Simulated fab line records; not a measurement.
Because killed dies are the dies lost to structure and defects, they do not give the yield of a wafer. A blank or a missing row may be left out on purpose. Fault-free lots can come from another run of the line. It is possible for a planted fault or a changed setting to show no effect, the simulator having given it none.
fab line records	flow berkeley_cmos170
record: lots: 6	wafers: 18	last_day: 10
route steps=331 shown M2@278
lots that met no fault: from a run of the same line without faults
start_h: the number of hours between the record's first day and the start of the first shown wafer of the lot	wait_h: how many hours have passed since the lot's step before this one	" same as the row above	L1.1+2: one row covering several wafers at once	- value missing, or start not given	* or withheld: withheld	< > ~ a bound
route shown NAME@n: a module of which the file shows steps, and the number in the route of the first	usual: average and standard deviation across the fault-free wafers	same: alike in all rows	chamber/n: place in a boat	sites: per-site readings	_std_site: how widely they spread, as a standard deviation	_edge_site: the outer-site mean with the inner-site mean subtracted	radius_mm: how far each site lies from the wafer's centre	mask NAME#n: copy n	behind: the tool/chamber that last shaped the wafer	hold: cause of the lot's hold/its duration in hours/its outcome	device: which transistor (n, p or np) failed to switch	end of line: at the end of the route, the tests of the same wafers	a step given without rows: its recipe and nothing more	killed: dies that structure and defects cost at the first sort, which is not the same as the wafer's yield	map: the dies of a wafer, with x for killed, . for not killed, _ for no die there
set.NAME: setting as actually run; set.NAME@STEP: the setting as run at that earlier step	model.NAME: the simulator's own value behind a step, which no gauge read
lots at selected steps of the route; one table per step, one row per wafer
services: a tool's chamber out of use, with start hour (start_h, from the record's first day; less than 0 if before it), hours out, and reason
== steps ==
step: UCB170_M2_STRIP_07
recipe: chemistry: O2	power_w: 400	pressure_mtorr: 3500	platen_temp_c: withheld	o2_flow_sccm: 400	overash_fraction: 0.5
usual: chamber_pressure_mTorr: 3500/3.2	drypump_motor_current_A: 6.1/0.51	oes_product_au: 0.735/0.0043	strip_time_to_endpoint_s: 21.98/0.057
lot.wafer	tool	chamber	start_h	wait_h	chamber_pressure_mTorr	drypump_motor_current_A	oes_product_au	rf_hours_counter_h	strip_time_to_endpoint_s
L818.3	plasma_asher-01	0	182.62	0.1	3497	6.0	0.739	-	21.97
L818.5	"	0	"	"	3498	6.0	0.725	-	21.92
L818.6	"	1	"	"	3498	6.5	0.737	-	21.97
L823.3	plasma_asher-02	0	215.49	0.1	3499	6.8	0.744	-	21.99
L823.4	"	1	"	"	3505	5.2	0.740	-	21.99
L823.5	"	0	"	"	3498	6.8	0.737	-	22.01
L826.3	plasma_asher-03	1	218.47	0.1	3499	5.8	0.725	-	21.93
L826.4	"	0	"	"	3494	5.9	0.735	-	21.94
L826.6	"	0	"	"	3498	5.9	0.739	-	21.97
L829.2	plasma_asher-03	1	232.62	0.1	3501	5.9	0.738	55	22.00
L829.3	"	1	"	"	3501	5.9	0.730	-	22.07
L829.4	"	0	"	"	3498	5.9	0.732	-	21.99
L830.1	plasma_asher-02	0	232.95	0.1	3496	6.8	0.741	13	21.97
L830.2	"	1	"	"	3499	5.2	0.735	13	21.99
L830.4	"	1	"	"	3500	5.2	0.734	-	21.98
L828.1	plasma_asher-03	1	233.22	0.1	3499	5.8	0.742	55	21.99
L828.4	"	0	"	"	3499	5.9	0.732	-	21.95
L828.5	"	0	"	"	3501	5.9	0.735	-	21.93
step: UCB170_M2_STRIP_08
recipe: chemistry: DMSO	temp_c: 80	time_s: 600	material: KrF
step: UCB170_M2_COAT_09
recipe: resist: BARC	temp_c: withheld	time_s: withheld	spin_rpm: 3000	resist_thk_nm: withheld
step: UCB170_M2_COAT_10
recipe: resist: KrF	spin_rpm: 1480	resist_thk_nm: 900
step: UCB170_M2_SOFTBAKE_11
recipe: resist: KrF	temp_c: 130	time_s: 60
step: UCB170_M2_EXPOSE_12
recipe: mask_id: METAL2	target_cd_nm: 700	na: 0.5	sigma_outer: 0.6	source_shape: conventional	dose_mj: 26
step: UCB170_M2_PEB_13
recipe: peb_temp_c: 130	peb_time_s: withheld	resist: KrF
step: UCB170_M2_DEVELOP_14
recipe: developer: TMAH	develop_time_s: 45	resist: KrF	dev_temp_c: 21
step: UCB170_M2_CD_MEAS_15
recipe: target_cd_nm: 700
usual: cd_nm: 700.1/1.5
lot.wafer	tool	chamber	start_h	wait_h	cd_nm
L818.3	cd_sem-01	-	184.45	-	699.9
L818.5	"	-	"	"	699.0
L818.6	"	-	"	"	698.4
L823.3	cd_sem-02	-	217.01	-	699.8
L823.4	"	-	"	"	700.5
L823.5	"	-	"	"	699.7
L826.3	cd_sem-01	-	220.33	-	701.9
L826.4	"	-	"	"	702.4
L826.6	"	-	"	"	703.1
L829.2	cd_sem-02	-	234.35	-	699.4
L829.3	"	-	"	"	698.9
L829.4	"	-	"	"	698.7
L830.1	cd_sem-01	-	234.50	-	700.9
L830.2	"	-	"	"	701.1
L830.4	"	-	"	"	700.5
L828.1	cd_sem-02	-	235.30	-	699.8
L828.4	"	-	"	"	699.0
L828.5	"	-	"	"	698.6
step: UCB170_M2_OVL_MEAS_16
usual: M2_OVL: -3/4.8
lot.wafer	tool	chamber	start_h	wait_h	M2_OVL[nm]
L818.3	overlay-02	-	184.54	0.1	-2
L818.5	"	-	"	"	4
L818.6	"	-	"	"	-2
L823.3	overlay-02	-	217.11	0.1	9
L823.4	"	-	"	"	3
L823.5	"	-	"	"	6
L826.3	overlay-02	-	220.42	0.1	1
L826.4	"	-	"	"	-5
L826.6	"	-	"	"	-8
L829.2	overlay-01	-	234.46	0.1	-10
L829.3	"	-	"	"	-1
L829.4	"	-	"	"	-6
L830.1	overlay-02	-	234.62	0.1	-5
L830.2	"	-	"	"	3
L830.4	"	-	"	"	0
L828.1	overlay-02	-	235.42	0.1	-8
L828.4	"	-	"	"	-7
L828.5	"	-	"	"	-1
step: UCB170_M2_ETCH_17
recipe: chemistry: N2/H2	target_depth_a: withheld	overetch_a: withheld	target: BARC	time_s: withheld	source_w: 500	bias_w: 100	pressure_mtorr: 30	n2_flow_sccm: 100	h2_flow_sccm: 200
usual: drypump_motor_current_A: 5.6/0.38	oes_product_au: 1.004/0.023	throttle_valve_pct: 13.19/0.17
lot.wafer	tool	chamber	start_h	wait_h	drypump_motor_current_A	oes_product_au	throttle_valve_pct
L818.3	rie_diel-01	2	184.57	0.0	6.2	1.001	13.45
L818.5	"	1	"	"	5.9	0.984	13.06
L818.6	"	0	"	"	5.5	0.958	13.27
L823.3	rie_diel-02	1	217.13	0.0	5.6	0.994	13.21
L823.4	"	3	"	"	5.4	1.040	13.15
L823.5	"	1	"	"	5.6	0.995	13.20
L826.3	rie_diel-02	1	220.45	0.0	5.7	1.001	13.21
L826.4	"	0	"	"	5.7	0.985	13.07
L826.6	"	1	"	"	5.6	1.001	13.21
L829.2	rie_diel-01	3	234.49	0.0	4.9	1.027	13.53
L829.3	"	1	"	"	5.9	0.977	13.08
L829.4	"	2	"	"	6.2	1.017	13.44
L830.1	rie_diel-02	2	234.66	0.0	6.2	1.008	12.97
L830.2	"	3	"	"	5.4	1.033	13.15
L830.4	"	3	"	"	5.4	1.037	13.14
L828.1	rie_diel-03	1	235.46	0.0	6.0	1.050	13.29
L828.4	"	3	"	"	5.6	0.987	12.97
L828.5	"	0	"	"	5.4	0.972	13.07
step: UCB170_M2_METAL_ETCH_18
recipe: chemistry: Cl2/BCl3	target: Al	stop_on: SiO2	pressure_mtorr: 12	target_depth_a: 11700	over_etch_frac: 0.3	time_s: 195	icp_w: 600	bias_w: 120	Cl2_flow_sccm: 90	bcl3_flow_sccm: 45
usual: drypump_motor_current_A: 5.9/0.48	oes_product_au: 0.847/0.017	throttle_valve_pct: 24.33/0.14
lot.wafer	tool	chamber	start_h	wait_h	drypump_motor_current_A	oes_product_au	rf_hours_counter_h	throttle_valve_pct
L818.3	rie_metal-01	1	184.67	-	5.9	0.834	-	24.22
L818.5	"	0	"	"	5.9	0.827	-	24.55
L818.6	"	1	"	"	5.9	0.838	-	24.22
L823.3	rie_metal-01	0	217.23	-	5.8	0.822	-	24.53
L823.4	"	1	"	"	6.0	0.839	-	24.20
L823.5	"	0	"	"	5.8	0.843	-	24.53
L826.3	rie_metal-04	0	220.55	-	6.4	0.848	-	24.27
L826.4	"	1	"	"	5.8	0.854	-	24.25
L826.6	"	1	"	"	5.8	0.853	-	24.26
L829.2	rie_metal-03	0	234.53	-	5.2	0.870	7	24.26
L829.3	"	1	"	"	6.5	0.809	-	24.55
L829.4	"	0	"	"	5.2	0.857	-	24.27
L830.1	rie_metal-04	0	234.70	-	6.4	0.849	2	24.24
L830.2	"	1	"	"	5.8	0.864	8	24.23
L830.4	"	1	"	"	5.8	0.870	-	24.22
L828.1	rie_metal-01	0	235.50	-	5.9	0.823	4	24.53
L828.4	"	1	"	"	5.9	0.837	-	24.20
L828.5	"	0	"	"	5.9	0.827	-	24.55
step: UCB170_M2_STRIP_19
recipe: chemistry: O2	power_w: 400	pressure_mtorr: 3500	platen_temp_c: withheld	o2_flow_sccm: 400	overash_fraction: 0.5
usual: chamber_pressure_mTorr: 3500/3.1	drypump_motor_current_A: 6.0/0.45	oes_product_au: 0.549/0.012
lot.wafer	tool	chamber	start_h	wait_h	chamber_pressure_mTorr	drypump_motor_current_A	oes_product_au	rf_hours_counter_h	model.KrF_of_M2_COAT_10.thk_nm
L818.3	plasma_asher-03	1	184.83	0.1	3496	5.9	0.560	-	0
L818.5	"	0	"	"	3500	5.9	0.547	-	0
L818.6	"	1	"	"	3500	5.8	0.544	-	0
L823.3	plasma_asher-03	1	217.39	0.1	3503	5.9	0.549	-	0
L823.4	"	0	"	"	3502	5.9	0.547	-	0
L823.5	"	0	"	"	3500	5.9	0.550	-	0
L826.3	plasma_asher-02	1	220.71	0.1	-	-	-	-	222.7
L826.4	"	0	"	"	-	-	-	-	197.7
L826.6	"	1	"	"	-	-	-	-	201.2
L829.2	plasma_asher-03	0	234.72	0.1	3500	5.9	0.548	56	0
L829.3	"	1	"	"	3500	5.8	0.553	-	0
L829.4	"	0	"	"	3501	6.0	0.539	-	0
L830.1	plasma_asher-01	0	234.89	0.1	3502	6.0	0.558	55	0
L830.2	"	1	"	"	3501	6.5	0.533	55	0
L830.4	"	1	"	"	3502	6.6	0.533	-	0
L828.1	plasma_asher-03	1	235.69	0.1	-	-	-	-	210.6
L828.4	"	1	"	"	-	-	-	-	222.4
L828.5	"	1	"	"	-	-	-	-	205.3
step: UCB170_M2_CD_MEAS_90
recipe: target_cd_nm: 700
usual: cd_nm: 700.3/3
lot.wafer	tool	chamber	start_h	wait_h	cd_nm
L818.3	cd_sem-01	-	184.94	0.1	700.7
L818.5	"	-	"	"	701.8
L818.6	"	-	"	"	701.0
L823.3	cd_sem-01	-	217.50	0.1	701.7
L823.4	"	-	"	"	701.7
L823.5	"	-	"	"	699.8
L826.3	cd_sem-01	-	220.82	0.1	699.1
L826.4	"	-	"	"	701.8
L826.6	"	-	"	"	701.2
L829.2	cd_sem-01	-	234.84	0.1	695.8
L829.3	"	-	"	"	702.1
L829.4	"	-	"	"	694.5
L830.1	cd_sem-02	-	234.99	0.1	702.7
L830.2	"	-	"	"	698.9
L830.4	"	-	"	"	701.1
L828.1	cd_sem-02	-	235.81	0.1	701.3
L828.4	"	-	"	"	696.8
L828.5	"	-	"	"	697.0
== services ==
tool	chamber	start_h	hours	kind
rie_diel-03	1	162.57	-	clean
rie_diel-03	1	162.57	13.0	scheduled_down
rie_diel-03	1	162.57	13.0	vent_cycle
plasma_asher-03	-	163.50	9.4	repair
plasma_asher-02	-	177.81	9.5	repair
rie_diel-01	0	187.21	4.4	repair
rie_metal-03	1	188.90	-	clean
rie_metal-03	1	188.90	26.3	scheduled_down
rie_metal-03	1	188.90	26.3	vent_cycle
rie_metal-01	0	196.42	20.0	repair
rie_diel-01	-	203.80	14.6	pm
rie_metal-01	-	208.52	0.2	repair
rie_diel-01	2	218.84	4.0	repair
rie_diel-02	-	223.14	2.8	pm
rie_diel-02	1	231.47	8.3	repair
== key ==
first_sign: step: UCB170_M2_STRIP_19	reading: tool_record	direction: missing
effect none on later readings
model_effect: step: UCB170_M2_STRIP_19	value: KrF_of_M2_COAT_10.thk_nm	without: 0	struck: 210
met_at UCB170_M2_STRIP_19
struck_wafers L826.3,L826.4,L826.6,L828.1,L828.4,L828.5
later_rows_left_out L826.3,L826.4,L826.6,L828.1,L828.4,L828.5
sort_left_out L826.3,L826.4,L826.6,L828.1,L828.4,L828.5
onset_between 217.39 220.71
fault: kind: skipped_step_whole	tool: plasma_asher-02,plasma_asher-03	chamber: -	onset_h: 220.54	steps: UCB170_M2_STRIP_19	scope: struck_lots_only
sort_left_out: the simulated sort isn't trusted on such a fault, so these wafers' sort isn't shown, and their yield isn't known
later_rows_left_out: the simulator's readings of these wafers behind a module that went badly wrong aren't trusted and aren't shown, but for the sort
